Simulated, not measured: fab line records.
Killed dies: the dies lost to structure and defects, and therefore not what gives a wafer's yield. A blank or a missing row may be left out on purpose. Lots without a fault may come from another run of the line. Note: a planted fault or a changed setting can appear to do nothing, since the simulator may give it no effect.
fab line records    flow rit-cmos
record: lots: 6  wafers: 18  last-day: 7
route steps=202 shown SPACER@127 NSD@131 PSD@142 SDANNEAL@153 PLDD@159 M1@202
lots that met no fault: from a run of the same line without faults
start-h: the number of hours between the record's first day and the start of the first shown wafer of the lot    wait-h: hours from the lot's prior step to this one    " the same as in the row above    L1.1+2: a single row standing in for several wafers    - no value present, or no start provided    * or withheld: withheld    < > ~ a bound
route shown NAME@n: a module of which the file shows steps, and the number in the route of the first    usual: average and standard deviation across the fault-free wafers    same: alike in all rows    chamber/n: place in a boat    sites: per-site readings    _std_site: how widely they spread, as a standard deviation    _edge_site: mean of outer sites minus mean of inner sites    radius-mm: for every site, how far away it sits from the centre of the wafer    mask NAME#n: copy n    behind: the most recent tool/chamber to have shaped the wafer    hold: cause of the lot's hold/its duration in hours/its outcome    device: the transistor (n, p or np) that didn't switch    end of line: tests run on the same wafers once the route is complete    where a step has no rows: the recipe by itself    killed: at the first sort, the dies lost to defects and structure; wafer yield is something else    map: a wafer's dies, marking killed ones x, the rest . and places with no die _
set.NAME: the run value of the setting; set.NAME@STEP: its run value at that earlier step    model.NAME: the simulator's own value behind a step, which no gauge read
certain route steps with their lots: each step a table, each wafer a row
services: a tool's chamber out of use, with start hour (start-h, from the record's first day; less than 0 if before it), hours out, and reason
== steps ==
step: RIT_SPACER_CLEAN_02
recipe: chemistry: SC2  mix: 3:3:50  time-s: 600  temp-c: 75  dry: n2-spin
step: RIT_SPACER_CVD_03
recipe: material: Si3N4  target-thk-nm: 250  temp-c: 810  precursor: SiH2Cl2/NH3  time-s: 3300  pressure-mtorr: 300  sih2cl2-flow-sccm: 60  nh3-flow-sccm: 150
step: RIT_SPACER_THK_MEAS_04
recipe: reads: Si3N4_of_SPACER_CVD_03
usual: SPACER_NITRIDE_THK: 249.4/2.3
lot.wafer  tool           chamber  start-h  wait-h  SPACER_NITRIDE_THK[nm]
L301.3     film-metro-04  -        71.93    0.0     248.2
L301.4     "              -        "        "       248.9
L301.6     "              -        "        "       249.1
L302.1     film-metro-01  -        78.49    0.0     251.3
L302.2     "              -        "        "       251.5
L302.4     "              -        "        "       253.1
L311.1     film-metro-01  -        121.51   0.0     252.6
L311.4     "              -        "        "       251.4
L311.6     "              -        "        "       250.4
L313.2     film-metro-04  -        131.60   0.0     252.9
L313.3     "              -        "        "       253.1
L313.4     "              -        "        "       251.7
L317.3     film-metro-04  -        151.65   0.0     248.3
L317.4     "              -        "        "       248.5
L317.6     "              -        "        "       248.7
L318.2     film-metro-04  -        155.46   0.0     246.9
L318.3     "              -        "        "       247.2
L318.5     "              -        "        "       243.3
step: RIT_SPACER_ETCHBACK_05
recipe: target-depth-a: 2500  SF6_flow_sccm: 30  CHF3_flow_sccm: 30  target: Si3N4  chemistry: SF6/CHF3  pressure-mtorr: 40  rf-w: 250  time-s: 240  stop-on: SiO2
usual: chamber-pressure-mTorr: 39.99/0.034  drypump-motor-current-A: 5.9/0.44  oes-product-au: 0.843/0.014  throttle-valve-pct: 10.28/0.098
same: time-s: 240
lot.wafer  tool         chamber  start-h  wait-h  chamber-pressure-mTorr  drypump-motor-current-A  oes-product-au  rf-hours-counter-h  throttle-valve-pct
L301.3     rie-diel-02  0        71.97    0.0     39.96                   6.4                      0.858           132                 10.45
L301.4     "            1        "        "       40.02                   5.9                      0.844           45                  10.20
L301.6     "            0        "        "       39.94                   6.4                      0.852           -                   10.44
L302.1     rie-diel-03  3        78.55    0.1     40.01                   6.5                      0.858           139                 10.32
L302.2     "            2        "        "       40.00                   6.3                      0.862           151                 10.19
L302.4     "            1        "        "       39.99                   5.5                      0.848           -                   10.32
L311.1     rie-diel-01  3        121.57   0.1     40.01                   6.7                      0.864           3                   10.17
L311.4     "            0        "        "       40.04                   5.4                      0.827           67                  10.29
L311.6     "            3        "        "       40.03                   6.7                      0.863           -                   10.15
L313.2     rie-diel-03  0        131.65   0.0     39.97                   5.3                      0.845           1                   10.29
L313.3     "            3        "        "       39.99                   6.5                      0.870           140                 10.32
L313.4     "            2        "        "       40.03                   6.3                      0.857           -                   10.20
L317.3     rie-diel-03  2        151.77   0.1     40.02                   6.3                      0.860           -                   10.20
L317.4     "            0        "        "       39.99                   5.3                      0.836           -                   10.26
L317.6     "            2        "        "       39.92                   6.3                      0.854           -                   10.20
L318.2     rie-diel-02  3        155.51   0.0     40.01                   6.1                      0.824           9                   10.29
L318.3     "            2        "        "       40.00                   5.4                      0.834           5                   10.25
L318.5     "            1        "        "       40.02                   5.8                      0.827           -                   10.19
step: RIT_NSD_HMDS_00
recipe: prime-time-s: 60  prime-temp-c: 140
step: RIT_NSD_COAT_01
recipe: resist: NOVOLAK  spin-rpm: 3250  resist-thk-nm: 993.2
step: RIT_NSD_SOFTBAKE_02
recipe: resist: NOVOLAK  temp-c: 90  time-s: 60
step: RIT_NSD_EXPOSE_03
recipe: mask-id: M9  na: 0.57  target-cd-nm: 40700  dose-mj: 250
step: RIT_NSD_PEB_04
recipe: resist: NOVOLAK  temp-c: withheld  time-s: withheld
step: RIT_NSD_DEVELOP_05
recipe: resist: NOVOLAK  develop-time-s: 50  dev-temp-c: 23
step: RIT_NSD_OVL_MEAS_06
usual: NSD_OVL: 0.4/1.2
lot.wafer  tool        chamber  start-h  wait-h  NSD_OVL[nm]
L301.3     overlay-01  -        72.98    -       0.5
L301.4     "           -        "        "       1.2
L301.6     "           -        "        "       -1.0
L302.1     overlay-02  -        79.68    -       -0.8
L302.2     "           -        "        "       0.4
L302.4     "           -        "        "       0.2
L311.1     overlay-01  -        122.69   -       -1.6
L311.4     "           -        "        "       -0.9
L311.6     "           -        "        "       -1.8
L313.2     overlay-01  -        132.66   -       0.8
L313.3     "           -        "        "       0.3
L313.4     "           -        "        "       2.5
L317.3     overlay-02  -        152.90   -       -0.7
L317.4     "           -        "        "       0.5
L317.6     "           -        "        "       -0.1
L318.2     overlay-02  -        156.64   -       -1.3
L318.3     "           -        "        "       -2.8
L318.5     "           -        "        "       -0.4
step: RIT_NSD_HARDBAKE_07
recipe: resist: NOVOLAK  temp-c: 140  time-s: 60
step: RIT_NSD_IMPLANT_08
recipe: species: P  energy-kev: 25  dose-cm2: 1e+15  tilt-deg: 7
usual: beam-on-s: 9.98/0.18  dose-ions-cm2: 9.999e+14/1.1e+12
lot.wafer  tool          chamber  start-h  wait-h  beam-on-s  dose-ions-cm2
L301.3     implanter-03  0        73.20    0.1     9.96       9.995e+14
L301.4     "             0        "        "       10.00      1.0004e+15
L301.6     "             0        "        "       10.38      1.0005e+15
L302.1     implanter-01  0        79.96    0.1     9.89       9.99e+14
L302.2     "             0        "        "       9.91       9.998e+14
L302.4     "             0        "        "       9.90       1.0005e+15
L311.1     implanter-01  0        122.88   0.1     9.79       9.874e+14
L311.4     "             0        "        "       10.13      9.873e+14
L311.6     "             0        "        "       10.08      9.86e+14
L313.2     implanter-01  0        132.86   0.1     10.03      9.846e+14
L313.3     "             0        "        "       10.11      9.878e+14
L313.4     "             0        "        "       10.03      9.864e+14
L317.3     implanter-04  0        153.13   0.1     10.03      9.983e+14
L317.4     "             0        "        "       10.07      9.994e+14
L317.6     "             0        "        "       9.93       9.993e+14
L318.2     implanter-03  0        156.84   0.1     10.09      9.99e+14
L318.3     "             0        "        "       9.99       1e+15
L318.5     "             0        "        "       10.30      9.999e+14
step: RIT_NSD_STRIP_09
recipe: chemistry: O2  time-s: 180  resist: NOVOLAK  platen-temp-c: withheld  power-w: 500  pressure-mtorr: 4000  o2-flow-sccm: 4000
usual: chamber-pressure-mTorr: 4000/3.2  drypump-motor-current-A: 5.59/0.2
same: time-s: 180
lot.wafer  tool             chamber  start-h  wait-h  chamber-pressure-mTorr  drypump-motor-current-A  rf-hours-counter-h
L301.3     plasma-asher-04  1        73.36    0.1     4000                    5.58                     -
L301.4     "                0        "        "       3999                    5.20                     -
L301.6     "                0        "        "       3996                    5.19                     -
L302.1     plasma-asher-03  0        80.11    0.1     4002                    5.77                     43
L302.2     "                1        "        "       3996                    5.69                     43
L302.4     "                1        "        "       3994                    5.73                     -
L311.1     plasma-asher-03  1        123.03   0.1     4000                    5.74                     49
L311.4     "                0        "        "       4000                    5.73                     -
L311.6     "                1        "        "       3997                    5.72                     -
L313.2     plasma-asher-04  0        132.99   0.1     4003                    5.20                     36
L313.3     "                1        "        "       3998                    5.55                     -
L313.4     "                0        "        "       3994                    5.20                     -
L317.3     plasma-asher-03  0        153.28   0.1     4006                    5.70                     -
L317.4     "                1        "        "       4000                    5.71                     -
L317.6     "                1        "        "       4001                    5.74                     -
L318.2     plasma-asher-03  0        156.97   0.1     4003                    5.71                     52
L318.3     "                1        "        "       4000                    5.74                     -
L318.5     "                0        "        "       3998                    5.70                     -
step: RIT_NSD_TW_MEAS_10
usual: NSD_TW: 3150/51
lot.wafer  tool           chamber  start-h  wait-h  NSD_TW
L301.3     film-metro-03  -        73.50    0.1     3195
L301.4     "              -        "        "       3184
L301.6     "              -        "        "       3196
L302.1     film-metro-03  -        80.29    0.1     3203
L302.2     "              -        "        "       3191
L302.4     "              -        "        "       3210
L311.1     film-metro-03  -        123.20   0.1     3207
L311.4     "              -        "        "       3195
L311.6     "              -        "        "       3201
L313.2     film-metro-03  -        133.17   0.1     3191
L313.3     "              -        "        "       3188
L313.4     "              -        "        "       3189
L317.3     film-metro-03  -        153.42   0.1     3200
L317.4     "              -        "        "       3226
L317.6     "              -        "        "       3206
L318.2     film-metro-02  -        157.15   0.1     3141
L318.3     "              -        "        "       3156
L318.5     "              -        "        "       3134
step: RIT_PSD_HMDS_00
recipe: prime-time-s: 60  prime-temp-c: 140
step: RIT_PSD_COAT_01
recipe: resist: NOVOLAK  spin-rpm: 3250  resist-thk-nm: 1000
step: RIT_PSD_SOFTBAKE_02
recipe: resist: NOVOLAK  temp-c: 90  time-s: 59.03
step: RIT_PSD_EXPOSE_03
recipe: mask-id: M10  na: 0.57  target-cd-nm: 40900  dose-mj: 250
step: RIT_PSD_PEB_04
recipe: resist: NOVOLAK  temp-c: withheld  time-s: withheld
step: RIT_PSD_DEVELOP_05
recipe: resist: NOVOLAK  develop-time-s: 50  dev-temp-c: 23
step: RIT_PSD_OVL_MEAS_06
usual: PSD_OVL: 0.6/1.4
lot.wafer  tool        chamber  start-h  wait-h  PSD_OVL[nm]
L301.3     overlay-02  -        74.40    -       0.1
L301.4     "           -        "        "       0.3
L301.6     "           -        "        "       1.0
L302.1     overlay-01  -        81.20    -       -1.0
L302.2     "           -        "        "       1.8
L302.4     "           -        "        "       -0.9
L311.1     overlay-01  -        124.11   -       -1.8
L311.4     "           -        "        "       -0.3
L311.6     "           -        "        "       -1.6
L313.2     overlay-02  -        134.08   -       3.1
L313.3     "           -        "        "       3.1
L313.4     "           -        "        "       3.2
L317.3     overlay-02  -        154.32   -       1.4
L317.4     "           -        "        "       0.8
L317.6     "           -        "        "       3.1
L318.2     overlay-02  -        158.18   -       0.2
L318.3     "           -        "        "       0.4
L318.5     "           -        "        "       0.0
step: RIT_PSD_HARDBAKE_07
recipe: resist: NOVOLAK  temp-c: 140  time-s: 60
step: RIT_PSD_IMPLANT_08
recipe: species: BF2  energy-kev: 27  dose-cm2: 5e+15  tilt-deg: 7
step: RIT_PSD_STRIP_09
recipe: chemistry: O2  time-s: 180  resist: NOVOLAK  platen-temp-c: withheld  power-w: 500  pressure-mtorr: 4000  o2-flow-sccm: 4000
usual: chamber-pressure-mTorr: 4000/3.9  drypump-motor-current-A: 5.5/0.38
same: time-s: 180
lot.wafer  tool             chamber  start-h  wait-h  chamber-pressure-mTorr  drypump-motor-current-A  rf-hours-counter-h
L301.3     plasma-asher-04  0        74.78    0.1     3995                    5.2                      -
L301.4     "                1        "        "       4000                    5.6                      -
L301.6     "                0        "        "       3999                    5.2                      -
L302.1     plasma-asher-01  0        81.54    0.1     4002                    6.2                      45
L302.2     "                1        "        "       3994                    4.8                      45
L302.4     "                0        "        "       4000                    6.2                      -
L311.1     plasma-asher-04  0        124.45   0.1     4005                    5.2                      35
L311.4     "                0        "        "       3994                    5.2                      -
L311.6     "                1        "        "       4001                    5.6                      -
L313.2     plasma-asher-04  0        134.41   0.1     4005                    5.2                      36
L313.3     "                0        "        "       4004                    5.2                      -
L313.4     "                1        "        "       4005                    5.5                      -
L317.3     plasma-asher-01  0        154.76   0.1     4003                    6.2                      -
L317.4     "                1        "        "       3999                    4.8                      -
L317.6     "                1        "        "       4002                    4.8                      -
L318.2     plasma-asher-03  1        158.51   0.1     4000                    5.7                      52
L318.3     "                0        "        "       4002                    5.7                      -
L318.5     "                0        "        "       4002                    5.8                      -
step: RIT_PSD_TW_MEAS_10
usual: PSD_TW: 3432/59
lot.wafer  tool           chamber  start-h  wait-h  PSD_TW
L301.3     film-metro-03  -        74.92    0.1     3499
L301.4     "              -        "        "       3494
L301.6     "              -        "        "       3492
L302.1     film-metro-02  -        81.71    0.1     3431
L302.2     "              -        "        "       3447
L302.4     "              -        "        "       3440
L311.1     film-metro-01  -        124.63   0.1     3393
L311.4     "              -        "        "       3408
L311.6     "              -        "        "       3374
L313.2     film-metro-03  -        134.59   0.1     3522
L313.3     "              -        "        "       3521
L313.4     "              -        "        "       3534
L317.3     film-metro-02  -        154.90   0.1     3451
L317.4     "              -        "        "       3444
L317.6     "              -        "        "       3451
L318.2     film-metro-01  -        158.70   0.1     3374
L318.3     "              -        "        "       3383
L318.5     "              -        "        "       3396
step: RIT_SDANNEAL_CLEAN_00
recipe: chemistry: SC1  mix: 3:3:50  time-s: 600  temp-c: 75
step: RIT_SDANNEAL_CLEAN_01
recipe: chemistry: dHF  dilution: 50:1  time-s: 30
step: RIT_SDANNEAL_CLEAN_02
recipe: chemistry: SC2  mix: 3:3:50  time-s: 600  temp-c: 75  dry: n2-spin
step: RIT_SDANNEAL_RTA_03
recipe: temp-c: 1050  time-s: 5  idle-temp-c: 600  ramp-up-c-per-s: 342  ramp-down-c-per-s: 171  cool-to-c: 600  ambient: N2
usual: ramp-down-c-per-s: 171.00/0.034  wafer_temp_C_max: 1053.5/1.2
same: time-s: 5
lot.wafer  tool           chamber  start-h  wait-h  ramp-down-c-per-s  wafer_temp_C_max
L301.3     rtp-anneal-01  0        75.34    0.0     170.98             1053.7
L301.4     "              0        "        "       171.04             1053.0
L301.6     "              0        "        "       171.03             1055.0
L302.1     rtp-anneal-02  0        82.14    0.0     170.98             1051.3
L302.2     "              0        "        "       171.02             1054.1
L302.4     "              0        "        "       171.02             1052.8
L311.1     rtp-anneal-02  0        125.07   0.0     171.00             1052.4
L311.4     "              0        "        "       171.05             1051.8
L311.6     "              0        "        "       171.05             1054.9
L313.2     rtp-anneal-02  0        135.02   0.0     171.00             1055.5
L313.3     "              0        "        "       170.95             1052.8
L313.4     "              0        "        "       171.02             1054.0
L317.3     rtp-anneal-02  0        155.33   0.0     171.00             1051.9
L317.4     "              0        "        "       170.99             1054.1
L317.6     "              0        "        "       171.02             1055.0
L318.2     rtp-anneal-01  0        159.14   0.0     171.06             1052.3
L318.3     "              0        "        "       171.06             1052.3
L318.5     "              0        "        "       170.98             1052.6
step: RIT_SDANNEAL_RS_MEAS_04
recipe: thk-meas-gauge: four-point-probe
usual: PSD_RS: 115.98/0.29
lot.wafer  tool           chamber  start-h  wait-h  PSD_RS[ohm/sq]
L301.3     film-metro-03  -        75.42    0.1     116.00
L301.4     "              -        "        "       115.81
L301.6     "              -        "        "       115.43
L302.1     film-metro-03  -        82.20    0.0     115.95
L302.2     "              -        "        "       115.74
L302.4     "              -        "        "       115.58
L311.1     film-metro-02  -        125.13   0.0     116.34
L311.4     "              -        "        "       116.18
L311.6     "              -        "        "       116.23
L313.2     film-metro-02  -        135.12   0.1     115.33
L313.3     "              -        "        "       115.74
L313.4     "              -        "        "       115.82
L317.3     film-metro-01  -        155.41   0.1     115.84
L317.4     "              -        "        "       116.05
L317.6     "              -        "        "       116.25
L318.2     film-metro-02  -        159.21   0.1     116.46
L318.3     "              -        "        "       116.25
L318.5     "              -        "        "       116.34
step: RIT_SDANNEAL_RS_MEAS_05
recipe: thk-meas-gauge: four-point-probe
usual: NSD_RS: 84.61/0.28
lot.wafer  tool           chamber  start-h  wait-h  NSD_RS[ohm/sq]
L301.3     film-metro-03  -        75.54    0.1     84.41
L301.4     "              -        "        "       84.84
L301.6     "              -        "        "       84.60
L302.1     film-metro-03  -        82.32    0.1     84.58
L302.2     "              -        "        "       84.46
L302.4     "              -        "        "       84.64
L311.1     film-metro-02  -        125.25   0.1     85.27
L311.4     "              -        "        "       85.64
L311.6     "              -        "        "       85.47
L313.2     film-metro-02  -        135.24   0.1     85.91
L313.3     "              -        "        "       85.84
L313.4     "              -        "        "       85.59
L317.3     film-metro-01  -        155.53   0.1     84.63
L317.4     "              -        "        "       84.61
L317.6     "              -        "        "       84.74
L318.2     film-metro-02  -        159.33   0.1     84.79
L318.3     "              -        "        "       84.46
L318.5     "              -        "        "       84.59
step: RIT_SDANNEAL_RS_MEAS_06
recipe: thk-meas-gauge: four-point-probe
usual: PLDD_RS: 178.8/0.5
lot.wafer  tool           chamber  start-h  wait-h  PLDD_RS[ohm/sq]
L301.3     film-metro-03  -        75.66    0.1     178.6
L301.4     "              -        "        "       178.8
L301.6     "              -        "        "       178.2
L302.1     film-metro-03  -        82.44    0.1     178.6
L302.2     "              -        "        "       178.6
L302.4     "              -        "        "       178.6
L311.1     film-metro-02  -        125.37   0.1     178.6
L311.4     "              -        "        "       178.8
L311.6     "              -        "        "       179.1
L313.2     film-metro-02  -        135.36   0.1     177.5
L313.3     "              -        "        "       178.3
L313.4     "              -        "        "       178.5
L317.3     film-metro-01  -        155.65   0.1     178.4
L317.4     "              -        "        "       178.8
L317.6     "              -        "        "       178.6
L318.2     film-metro-02  -        159.45   0.1     178.7
L318.3     "              -        "        "       179.0
L318.5     "              -        "        "       178.4
step: RIT_M1_PROBE_99
usual: killed-at-front-end: 6.9/3  killed-dies: 6.9/3  killed-open: 3.5/2  killed-short: 3.4/2.1
same: gross-dies: 264  killed_at_M0_to_M3: 0  killed_at_M4_up: 0  killed-at-back-side: 0  killed-at-contacts: 0  killed-at-other: 0
lot.wafer  tool       chamber  start-h  wait-h  killed-at-front-end  killed-dies  killed-open  killed-short
L301.3     prober-02  -        82.94    0.2     9                    9            2            7
L301.4     prober-02  -        82.99    0.2     5                    5            4            1
L301.6     prober-02  -        83.09    0.2     12                   12           5            7
L302.1     prober-01  -        89.44    0.1     8                    8            2            6
L302.2     prober-01  -        89.49    0.1     3                    3            2            0
L302.4     prober-01  -        89.59    0.2     5                    5            5            0
L311.1     prober-02  -        132.49   0.1     3                    3            0            3
L311.4     prober-02  -        132.64   0.2     6                    6            2            4
L311.6     prober-02  -        132.74   0.2     6                    6            5            1
L313.2     prober-02  -        142.69   0.1     12                   12           8            4
L313.3     prober-02  -        142.74   0.2     10                   10           2            8
L313.4     prober-02  -        142.79   0.2     3                    3            2            1
L317.3     prober-02  -        162.94   0.2     11                   11           8            3
L317.4     prober-02  -        162.99   0.2     7                    7            4            3
L317.6     prober-02  -        163.09   0.2     8                    8            3            5
L318.2     prober-01  -        166.62   0.1     7                    7            5            2
L318.3     prober-01  -        166.67   0.2     9                    9            5            4
L318.5     prober-01  -        166.77   0.2     3                    3            2            1
killed by level:class
L301.3 GATE:geometric-particle:short=3 REOX:geometric-particle:short=2 GATE:geometric-particle:open=1 REOX:geometric-particle:open=1 SPACER:geometric-particle:short=1 SILICIDE:geometric-particle:short=1
L301.4 GATE:geometric-particle:open=2 REOX:geometric-particle:open=2 SILICIDE:geometric-particle:short=1
L301.6 GATE:geometric-particle:open=5 GATE:geometric-particle:short=3 FOX1:geometric-particle:short=2 FOX2:geometric-particle:short=1 REOX:geometric-particle:short=1
L302.1 GATE:geometric-particle:short=2 SILICIDE:geometric-particle:short=2 FOX1:geometric-particle:short=1 GATE:geometric-particle:open=1 REOX:geometric-particle:short=1 SILICIDE:geometric-particle:open=1
L302.2 FOX1:geometric-particle:open=2 ACTIVE:coat-microbubble-printed=1
L302.4 FOX1:geometric-particle:open=2 GATE:geometric-particle:open=2 SILICIDE:geometric-particle:open=1
L311.1 FOX2:geometric-particle:short=1 REOX:geometric-particle:short=1 SPACER:geometric-particle:short=1
L311.4 REOX:geometric-particle:short=2 FOX1:geometric-particle:short=1 GATE:geometric-particle:short=1 GATE:geometric-particle:open=1 REOX:geometric-particle:open=1
L311.6 SILICIDE:geometric-particle:open=3 FOX2:geometric-particle:open=1 GATE:geometric-particle:open=1 REOX:geometric-particle:short=1
L313.2 FOX1:geometric-particle:short=2 FOX2:geometric-particle:open=2 GATE:geometric-particle:short=2 GATE:geometric-particle:open=2 REOX:geometric-particle:open=2 SPACER:geometric-particle:open=2
L313.3 FOX1:geometric-particle:short=3 GATE:geometric-particle:short=3 GATE:geometric-particle:open=2 FOX2:geometric-particle:short=1 REOX:geometric-particle:short=1
L313.4 GATE:geometric-particle:open=1 REOX:geometric-particle:short=1 REOX:geometric-particle:open=1
L317.3 GATE:geometric-particle:open=4 FOX1:geometric-particle:open=2 REOX:geometric-particle:short=2 GATE:geometric-particle:short=1 SPACER:geometric-particle:open=1 SILICIDE:geometric-particle:open=1
L317.4 FOX1:geometric-particle:open=1 FOX2:geometric-particle:short=1 FOX2:geometric-particle:open=1 GATE:geometric-particle:open=1 GATE:geometric-particle:short=1 REOX:geometric-particle:open=1 SPACER:geometric-particle:short=1
L317.6 GATE:geometric-particle:open=2 GATE:geometric-particle:short=2 SPACER:geometric-particle:short=2 REOX:geometric-particle:open=1 REOX:geometric-particle:short=1
L318.2 GATE:geometric-particle:open=2 SILICIDE:geometric-particle:open=2 FOX1:geometric-particle:open=1 FOX2:geometric-particle:short=1 SILICIDE:geometric-particle:short=1
L318.3 FOX1:geometric-particle:short=3 FOX1:geometric-particle:open=2 FOX2:geometric-particle:open=1 GATE:geometric-particle:short=1 SPACER:geometric-particle:open=1 STARTING-WAFER:geometric-particle:open=1
L318.5 FOX2:geometric-particle:open=1 SPACER:geometric-particle:open=1 SPACER:geometric-particle:short=1
== services ==
tool             chamber  start-h  hours  kind
rie-diel-01      2        48.18    1.8    repair
rie-diel-01      1        59.16    34.2   repair
plasma-asher-03  -        61.16    2.7    repair
implanter-03     -        64.28    3.0    repair
rie-diel-01      -        66.61    14.6   pm
rie-diel-03      0        68.01    -      clean
rie-diel-03      0        68.01    17.0   scheduled-down
rie-diel-03      0        68.01    17.0   vent-cycle
plasma-asher-01  -        74.99    3.2    repair
implanter-03     -        81.27    1.4    pm
plasma-asher-01  -        90.39    5.1    repair
rie-diel-03      2        115.14   2.8    repair
rtp-anneal-02    -        115.26   4.0    pm
plasma-asher-01  -        115.79   4.3    repair
rie-diel-01      -        119.03   0.6    repair
rie-diel-03      -        144.74   0.5    repair
implanter-01     -        150.12   3.1    pm
== key ==
first-sign: step: RIT_NSD_IMPLANT_08  reading: dose-ions-cm2  direction: down  sigmas: 12  usual: 9.999e+14  struck: 9.866e+14
effect: step: RIT_SDANNEAL_RS_MEAS_05  reading: NSD_RS  direction: up  sigmas: 3.6  usual: 84.61  struck: 85.62
met-at RIT_NSD_IMPLANT_08
struck-wafers L311.1,L311.4,L311.6,L313.2,L313.3,L313.4
tester-left-out L311,L313
onset-between 79.96 122.88
fault: kind: process-parameter-drift  tool: implanter-01  chamber: -  onset-h: 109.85  steps: RIT_NSD_IMPLANT_08  channel: dose-cm2  offset: -1.3641e+13  shape: step  end-h: 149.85  acts-in: these-recipes-only  stated: 1e+15
tester-left-out: of these lots the tester's yield and bins aren't shown, on N5 and GAA mostly nor the transistor test; their killed dies are dies lost to structure and defects alone, not to doping, threshold or leakage, so they don't give the yield
